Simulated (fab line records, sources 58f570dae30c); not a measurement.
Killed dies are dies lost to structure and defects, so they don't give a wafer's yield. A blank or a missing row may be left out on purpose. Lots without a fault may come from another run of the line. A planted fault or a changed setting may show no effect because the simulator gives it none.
fab line records | flow berkeley_cmos170
record lots=14 wafers=42 last_day=11
route steps=331 shown CONTACT@222 M1@251 V1@256 M2@273
lots that met no fault: from a run of the same line without faults
start_h: hours from the record's first day to the start of the lot's first wafer shown | wait_h: hours since the lot's step before | " the same as in the row above | L1.1+2: a row that stands for several wafers | - no value, or no start given | * or withheld: withheld | < > ~ a bound
route shown NAME@n: a module of which the file shows steps, and the number in the route of the first | usual: mean/standard deviation of fault-free wafers | same: alike in all rows | chamber/n: place in a boat | sites: the reading at each site | _std_site: their standard deviation | _edge_site: outer sites' mean less inner sites' | radius_mm: how far each site lies from the wafer's centre | mask NAME#n: copy n | behind: the tool/chamber that last shaped the wafer | hold: why the lot was held/for how many hours/how that ended | device: the transistor (n, p or np) that didn't switch | end of line: the same wafers' tests at the end of the route | a step without rows: its recipe alone | killed: dies lost to structure and defects at the first sort, not the wafer's yield | map: a wafer's dies, x killed, . not, _ none there
set.NAME: the setting as run; set.NAME@STEP: as run at that earlier step | model.NAME: the simulator's own value behind a step, which no gauge read
steps of the route over a sample of lots; a table a step, a row a wafer
services: from which hour (start_h, from the record's first day; less than 0 if before it) a tool's chamber was out of use, for how many hours, and why
## steps
# step UCB170_CONTACT_STRIP_06
# recipe chemistry=O2 power_w=400 pressure_mtorr=3500 platen_temp_c=withheld o2_flow_sccm=400 overash_fraction=0.5
# usual drypump_motor_current_A=5.8/0.55 oes_product_au=0.735/0.0045 strip_time_to_endpoint_s=21.96/0.057
# columns lot.wafer tool chamber start_h wait_h drypump_motor_current_A oes_product_au rf_hours_counter_h strip_time_to_endpoint_s
L132.2 plasma_asher-03 1 123.58 0.1 5.0 0.736 45 21.89
L132.5 " 0 " " 5.2 0.729 - 21.93
L132.6 " 1 " " 5.0 0.732 - 21.93
L134.1 plasma_asher-02 0 152.95 0.1 5.8 0.732 47 21.90
L134.2 " 1 " " 6.3 0.740 47 21.89
L134.4 " 1 " " 6.3 0.736 - 21.96
L135.1 plasma_asher-01 0 156.85 0.1 6.5 0.736 36 21.91
L135.2 " 1 " " 5.6 0.724 36 21.85
L135.5 " 1 " " 5.6 0.737 - 21.87
L136.1 plasma_asher-03 0 157.18 0.1 5.2 0.730 48 22.07
L136.2 " 1 " " 5.0 0.732 48 22.05
L136.6 " 0 " " 5.2 0.736 - 22.05
L133.2 plasma_asher-01 0 160.80 0.1 6.6 0.738 36 21.93
L133.4 " 0 " " 6.5 0.728 - 21.95
L133.5 " 1 " " 5.6 0.730 - 21.93
L138.1 plasma_asher-03 1 171.10 0.1 5.0 0.735 49 21.86
L138.4 " 0 " " 5.2 0.739 - 21.94
L138.6 " 0 " " 5.2 0.729 - 21.92
L143.2 plasma_asher-01 1 203.44 0.1 5.6 0.735 40 21.93
L143.4 " 1 " " 5.6 0.734 - 22.00
L143.5 " 0 " " 6.5 0.731 - 21.89
L149.1 plasma_asher-02 0 226.99 0.1 5.8 0.739 55 22.01
L149.2 " 1 " " 6.3 0.738 55 21.94
L149.6 " 1 " " 6.3 0.734 - 22.02
L150.2 plasma_asher-03 0 239.04 0.1 5.2 0.747 56 21.95
L150.4 " 1 " " 5.0 0.730 - 21.94
L150.6 " 1 " " 5.0 0.734 - 21.95
L151.2 plasma_asher-03 0 239.43 0.1 5.2 0.735 56 22.05
L151.3 " 1 " " 5.0 0.741 - 22.00
L151.6 " 1 " " 5.0 0.737 - 22.07
L155.3 plasma_asher-02 1 248.59 0.1 6.3 0.739 - 21.92
L155.5 " 1 " " 6.3 0.738 - 22.00
L155.6 " 0 " " 5.8 0.730 - 22.01
L154.1 plasma_asher-01 1 250.38 0.1 5.6 0.737 46 21.94
L154.3 " 0 " " 6.5 0.743 - 21.97
L154.4 " 1 " " 5.6 0.736 - 21.89
L152.2 plasma_asher-01 1 252.17 0.1 5.6 0.731 46 22.01
L152.4 " 1 " " 5.6 0.733 - 22.02
L152.5 " 1 " " 5.6 0.739 - 22.02
L153.1 plasma_asher-03 1 252.25 0.1 5.0 0.734 57 21.88
L153.4 " 0 " " 5.2 0.735 - 21.97
L153.5 " 1 " " 5.0 0.723 - 21.98
# step UCB170_M1_STRIP_13
# recipe chemistry=O2 power_w=400 pressure_mtorr=3500 platen_temp_c=withheld o2_flow_sccm=400 overash_fraction=0.5
# usual drypump_motor_current_A=5.5/0.36 oes_product_au=0.720/0.0042
# columns lot.wafer tool chamber start_h wait_h drypump_motor_current_A oes_product_au rf_hours_counter_h
L132.2 plasma_asher-03 1 127.23 0.1 5.0 0.724 45
L132.5 " 1 " " 5.0 0.716 -
L132.6 " 0 " " 5.2 0.714 -
L134.1 plasma_asher-04 0 156.52 0.2 5.5 0.723 3
L134.2 " 1 " " 5.6 0.720 3
L134.4 " 1 " " 5.5 0.717 -
L135.1 plasma_asher-02 1 160.55 0.2 6.3 0.721 47
L135.2 " 0 " " 5.8 0.712 47
L135.5 " 1 " " 6.3 0.724 -
L136.1 plasma_asher-04 1 160.69 0.1 5.6 0.727 4
L136.2 " 0 " " 5.5 0.722 4
L136.6 " 0 " " 5.5 0.722 -
L133.2 plasma_asher-03 0 166.71 0.2 5.2 0.715 49
L133.4 " 1 " " 5.0 0.726 -
L133.5 " 1 " " 5.0 0.721 -
L138.1 plasma_asher-03 1 175.74 0.1 5.0 0.717 50
L138.4 " 0 " " 5.2 0.722 -
L138.6 " 1 " " 5.0 0.719 -
L143.2 plasma_asher-04 0 206.98 0.1 5.5 0.719 8
L143.4 " 0 " " 5.5 0.715 -
L143.5 " 1 " " 5.6 0.724 -
L149.1 plasma_asher-04 1 231.88 0.1 5.6 0.724 12
L149.2 " 0 " " 5.5 0.716 12
L149.6 " 0 " " 5.5 0.725 -
L150.2 plasma_asher-02 1 244.50 0.2 6.3 0.725 57
L150.4 " 0 " " 5.8 0.719 -
L150.6 " 0 " " 5.8 0.721 -
L151.2 plasma_asher-03 0 244.97 0.1 5.3 0.722 57
L151.3 " 0 " " 5.2 0.719 -
L151.6 " 0 " " 5.2 0.724 -
L155.3 plasma_asher-04 0 251.95 0.1 5.5 0.728 -
L155.5 " 0 " " 5.5 0.717 -
L155.6 " 1 " " 5.6 0.726 -
L154.1 plasma_asher-02 0 253.93 0.1 5.8 0.719 58
L154.3 " 0 " " 5.8 0.722 -
L154.4 " 1 " " 6.3 0.724 -
L152.2 plasma_asher-02 1 256.25 0.1 6.3 0.719 58
L152.4 " 0 " " 5.9 0.715 -
L152.5 " 0 " " 5.8 0.721 -
L153.1 plasma_asher-04 0 256.61 0.1 5.5 0.722 15
L153.4 " 0 " " 5.5 0.720 -
L153.5 " 1 " " 5.6 0.716 -
# step UCB170_V1_CMP_02
# recipe material=SiO2 down_force_psi=6 platen_rpm=60 pad_velocity_m_s=0.75398
# usual motor_current_A=16.2/1.3 platen_rpm=60.00/0.035 slurry_flow_ml_min=150.0/0.48
# columns lot.wafer tool chamber start_h wait_h motor_current_A platen_rpm slurry_flow_ml_min
L132.2 cmp-01 0 135.22 0.3 18.4 59.94 149.4
L132.6 " 2 " " 17.0 59.98 149.1
L132.5 " 3 " " 15.4 59.97 150.0
L134.2 cmp-01 2 161.07 0.0 17.0 60.01 149.6
L134.4 " 3 " " 14.9 60.04 150.9
L134.1 " 0 " " 18.0 59.99 150.2
L135.1 cmp-02 2 165.25 0.1 14.5 59.96 150.2
L135.2 " 1 " " 16.5 60.04 149.6
L135.5 " 3 " " 14.6 60.04 149.0
L136.2 cmp-01 0 165.38 0.1 18.5 60.02 149.1
L136.1 " 1 " " 16.5 59.98 149.1
L136.6 " 0 " " 17.9 59.99 149.0
L133.2 cmp-01 0 171.80 0.0 18.3 59.96 149.6
L133.4 " 2 " " 17.1 59.94 149.9
L133.5 " 1 " " 15.5 59.95 150.1
L138.4 cmp-02 0 180.95 0.0 16.1 59.93 149.5
L138.1 " 1 " " 17.3 59.98 149.4
L138.6 " 0 " " 16.0 59.95 149.0
L143.4 cmp-02 2 210.90 0.0 13.8 59.99 149.6
L143.2 " 0 " " 15.9 60.03 150.6
L143.5 " 2 " " 13.9 59.94 150.5
L149.1 cmp-02 3 236.57 0.1 15.6 59.99 150.8
L149.2 " 0 " " 15.6 60.00 150.0
L149.6 " 2 " " 13.8 60.03 150.2
L151.2 cmp-01 0 249.46 0.0 18.4 59.99 150.8
L151.3 " 3 " " 15.8 60.10 149.8
L151.6 " 1 " " 16.1 59.99 149.3
L150.2 cmp-02 0 249.64 0.1 15.9 59.97 149.6
L150.4 " 1 " " 16.4 60.01 150.5
L150.6 " 2 " " 13.4 60.03 150.1
L155.3 cmp-01 0 255.32 0.0 17.8 60.00 149.9
L155.6 " 0 " " 18.4 59.99 149.9
L155.5 " 1 " " 15.5 60.04 149.3
L154.1 cmp-02 2 256.81 0.1 14.4 59.99 150.3
L154.3 " 3 " " 16.1 59.99 150.8
L154.4 " 0 " " 16.1 59.99 149.7
L153.1 cmp-02 3 259.39 0.1 15.3 60.00 149.4
L153.4 " 1 " " 16.5 59.98 149.9
L153.5 " 0 " " 15.9 59.96 149.9
L152.2 cmp-01 1 259.69 0.3 16.6 59.94 151.2
L152.4 " 3 " " 15.7 60.04 149.8
L152.5 " 2 " " 16.9 60.03 150.0
# step UCB170_V1_THK_MEAS_04
# recipe reads=SiO2_of_V1_CVD_00
# usual V1_POLISHED_THK=999.9/1.3
# columns lot.wafer tool chamber start_h wait_h V1_POLISHED_THK[nm]
L132.2 film_metro-03 - 135.55 0.1 999.5
L132.5 " - " " 999.0
L132.6 " - " " 1000.1
L134.1 film_metro-02 - 161.49 0.1 999.1
L134.2 " - " " 998.8
L134.4 " - " " 1001.6
L135.1 film_metro-04 - 165.67 0.1 999.5
L135.2 " - " " 1001.7
L135.5 " - " " 1002.3
L136.1 film_metro-02 - 165.75 0.1 1001.4
L136.2 " - " " 1247.8
L136.6 " - " " 1249.8
L133.2 film_metro-04 - 172.23 0.1 1248.3
L133.4 " - " " 997.2
L133.5 " - " " 1000.2
L138.1 film_metro-02 - 181.37 0.1 1000.7
L138.4 " - " " 1001.8
L138.6 " - " " 1002.7
L143.2 film_metro-04 - 211.33 0.1 998.7
L143.4 " - " " 1000.0
L143.5 " - " " 1000.7
L149.1 film_metro-03 - 236.94 0.1 999.3
L149.2 " - " " 999.3
L149.6 " - " " 999.4
L151.2 film_metro-02 - 249.89 0.1 1003.0
L151.3 " - " " 999.2
L151.6 " - " " 1002.3
L150.2 film_metro-04 - 249.97 0.1 1001.2
L150.4 " - " " 999.5
L150.6 " - " " 1000.8
L155.3 film_metro-03 - 255.76 0.1 999.2
L155.5 " - " " 999.8
L155.6 " - " " 998.4
L154.1 film_metro-04 - 257.25 0.1 1000.8
L154.3 " - " " 998.4
L154.4 " - " " 1000.1
L153.1 film_metro-02 - 259.81 0.1 997.1
L153.4 " - " " 998.2
L153.5 " - " " 998.4
L152.2 film_metro-03 - 260.12 0.1 1001.6
L152.4 " - " " 1001.0
L152.5 " - " " 999.1
# step UCB170_V1_ETCH_14
# recipe chemistry=CHF3/CF4/Ar target=SiO2 stop_on=Al CHF3_flow_sccm=45 cf4_flow_sccm=15 Ar_flow_sccm=150 pressure_mtorr=200 rf_w=700 target_depth_a=12500 over_etch_frac=0.25 time_s=291
# usual drypump_motor_current_A=5.7/0.42 mfc_ar_sccm=150.0/0.45 oes_product_au=0.875/0.014 throttle_valve_pct=7.01/0.15
# columns lot.wafer tool chamber start_h wait_h drypump_motor_current_A mfc_ar_sccm oes_product_au rf_hours_counter_h throttle_valve_pct
L132.2 rie_diel-01 1 137.31 0.0 5.7 150.3 0.852 153 6.73
L132.5 " 2 " " 5.9 150.4 0.873 - 6.96
L132.6 " 3 " " 5.1 149.8 0.875 - 7.26
L134.1 rie_diel-02 3 166.02 0.0 5.6 149.9 0.878 44 6.93
L134.2 " 0 " " 6.6 149.6 0.852 10 6.95
L134.4 " 2 " " 5.6 150.3 0.861 - 7.17
L135.1 rie_diel-03 1 167.24 0.0 6.0 150.0 0.895 101 7.05
L135.2 " 2 " " 5.6 149.0 0.864 16 6.83
L135.5 " 1 " " 6.0 150.7 0.890 - 7.04
L136.1 rie_diel-02 3 167.48 0.0 5.5 150.3 0.874 45 6.95
L136.2 " 0 " " 6.6 150.3 0.968 10 6.94
L136.6 " 2 " " 5.6 150.3 0.981 - 7.16
L133.2 rie_diel-03 3 175.84 0.0 6.2 149.7 1.015 17 7.00
L133.4 " 2 " " 5.7 149.4 0.850 17 6.85
L133.5 " 0 " " 5.9 149.3 0.895 - 6.98
L138.1 rie_diel-01 3 186.63 0.0 5.1 150.2 0.874 8 7.25
L138.4 " 0 " " 5.1 149.1 0.881 137 7.15
L138.6 " 3 " " 5.1 150.1 0.874 - 7.24
L143.2 rie_diel-01 3 213.67 0.0 5.1 149.9 0.881 9 7.26
L143.4 " 1 " " 5.6 149.2 0.883 2 6.72
L143.5 " 3 " " 5.1 149.4 0.868 - 7.25
L149.1 rie_diel-03 1 242.52 0.0 6.0 149.3 0.893 105 7.06
L149.2 " 0 " " 6.0 150.5 0.881 113 6.97
L149.6 " 1 " " 6.0 150.7 0.887 - 7.05
L151.2 rie_diel-01 3 251.12 0.0 5.1 151.0 0.874 11 7.23
L151.3 " 1 " " 5.7 149.8 0.878 4 6.71
L151.6 " 3 " " 5.1 150.6 0.872 - 7.25
L150.2 rie_diel-02 3 251.36 0.0 5.6 150.0 0.875 48 6.95
L150.4 " 1 " " 5.9 149.8 0.856 3 7.11
L150.6 " 3 " " 5.5 149.6 0.873 - 6.94
L155.3 rie_diel-02 3 257.20 0.0 5.6 149.6 0.874 49 6.95
L155.5 " 1 " " 5.9 149.5 0.856 - 7.11
L155.6 " 2 " " 5.6 149.5 0.868 - 7.15
L154.1 rie_diel-03 2 258.83 0.0 5.7 150.2 0.859 22 6.84
L154.3 " 0 " " 6.0 150.2 0.888 114 6.97
L154.4 " 1 " " 6.0 149.6 0.886 106 7.06
L153.1 rie_diel-03 2 262.43 0.0 5.7 149.4 0.852 23 6.84
L153.4 " 1 " " 6.0 150.7 0.888 106 7.06
L153.5 " 3 " " 6.2 150.2 0.889 - 7.00
L152.2 rie_diel-01 0 262.71 0.0 5.1 149.5 0.863 1 7.15
L152.4 " 1 " " 5.7 149.8 0.890 4 6.71
L152.5 " 2 " " 5.9 150.4 0.877 - 6.96
# step UCB170_M2_RS_MEAS_02
# recipe thk_meas_gauge=four-point-probe reads=Al_of_M2_SPUTTER_01
# usual M2_AL_RS=0.03208/0.00029
# columns lot.wafer tool chamber start_h wait_h M2_AL_RS[ohm/sq]
L132.2 film_metro-03 - 137.88 0.1 0.03247
L132.5 " - " " 0.03206
L132.6 " - " " 0.03246
L134.1 film_metro-03 - 166.57 0.0 0.03184
L134.2 " - " " 0.03199
L134.4 " - " " 0.03168
L135.1 film_metro-03 - 167.79 0.0 0.03243
L135.2 " - " " 0.03251
L135.5 " - " " 0.03259
L136.1 film_metro-03 - 168.03 0.0 0.03163
L136.2 " - " " 0.03236
L136.6 " - " " 0.03225
L133.4 film_metro-04 - 176.49 0.1 0.03188
L133.5 " - " " 0.03155
L138.1 film_metro-01 - 187.18 0.0 0.0322
L138.4 " - " " 0.03219
L138.6 " - " " 0.03215
L143.2 film_metro-01 - 214.24 0.1 0.03162
L143.4 " - " " 0.03192
L143.5 " - " " 0.0318
L149.1 film_metro-04 - 243.06 0.0 0.0325
L149.2 " - " " 0.03205
L149.6 " - " " 0.03211
L151.2 film_metro-03 - 251.68 0.1 0.03194
L151.3 " - " " 0.03205
L151.6 " - " " 0.03192
L150.2 film_metro-04 - 251.93 0.1 0.03197
L150.4 " - " " 0.03212
L150.6 " - " " 0.03186
L155.3 film_metro-04 - 257.81 0.1 0.03226
L155.5 " - " " 0.0322
L155.6 " - " " 0.0326
L154.1 film_metro-01 - 259.38 0.0 0.03207
L154.3 " - " " 0.03181
L154.4 " - " " 0.03205
L153.1 film_metro-01 - 262.98 0.0 0.03201
L153.4 " - " " 0.0324
L153.5 " - " " 0.03248
L152.2 film_metro-01 - 263.28 0.1 0.03193
L152.4 " - " " 0.03184
L152.5 " - " " 0.03216
## services
# columns tool chamber start_h hours kind
rie_diel-03 3 103.48 9.1 repair
plasma_asher-01 - 106.77 0.6 repair
rie_diel-03 - 108.58 15.6 pm
plasma_asher-04 - 108.75 9.0 pm
plasma_asher-01 - 108.90 4.3 pm
rie_diel-01 0 133.49 3.4 repair
plasma_asher-02 - 137.11 2.8 repair
plasma_asher-02 - 147.98 0.8 repair
plasma_asher-03 - 169.09 0.6 repair
cmp-01 - 175.29 0.8 repair
cmp-01 - 180.49 4.0 pm
rie_diel-03 1 183.67 11.2 repair
cmp-02 - 186.41 2.5 repair
cmp-01 - 186.50 0.3 repair
rie_diel-03 0 188.76 38.8 repair
cmp-01 - 197.80 8.1 pm
plasma_asher-03 - 202.63 0.3 repair
plasma_asher-03 - 210.60 9.9 pm
cmp-02 - 221.20 10.8 repair
cmp-01 - 231.98 11.4 pm
plasma_asher-03 - 232.36 2.8 pm
plasma_asher-02 - 234.52 1.4 repair
cmp-01 - 241.92 2.3 repair
cmp-01 - 244.27 4.0 pm
## key
first_sign step=UCB170_V1_THK_MEAS_04 reading=V1_POLISHED_THK direction=up sigmas=99+ usual=999.9 struck=1248.7
effect step=UCB170_V1_ETCH_14 reading=oes_product_au direction=up sigmas=7.9 usual=0.875 struck=0.988
met_at UCB170_V1_CMP_02
struck_lots L133,L136
struck_wafers L133.2,L136.2,L136.6
later_rows_left_out L133.2
sort_left_out L133.2,L136.2,L136.6
not_acting_at UCB170_CONTACT_STRIP_06,UCB170_M1_STRIP_13,UCB170_M2_RS_MEAS_02
onset_between 161.07 165.38
fault kind=process_parameter_drift tool=cmp-01 chamber=0 onset_h=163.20 steps=UCB170_V1_CMP_02 channel=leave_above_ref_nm offset=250 shape=step end_h=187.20 acts_in=these_recipes_only stated=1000
# sort_left_out: the simulated sort isn't trusted on such a fault, so these wafers' sort isn't shown, and their yield isn't known
# later_rows_left_out: the simulator's readings of these wafers behind a module that went badly wrong aren't trusted and aren't shown, but for the sort
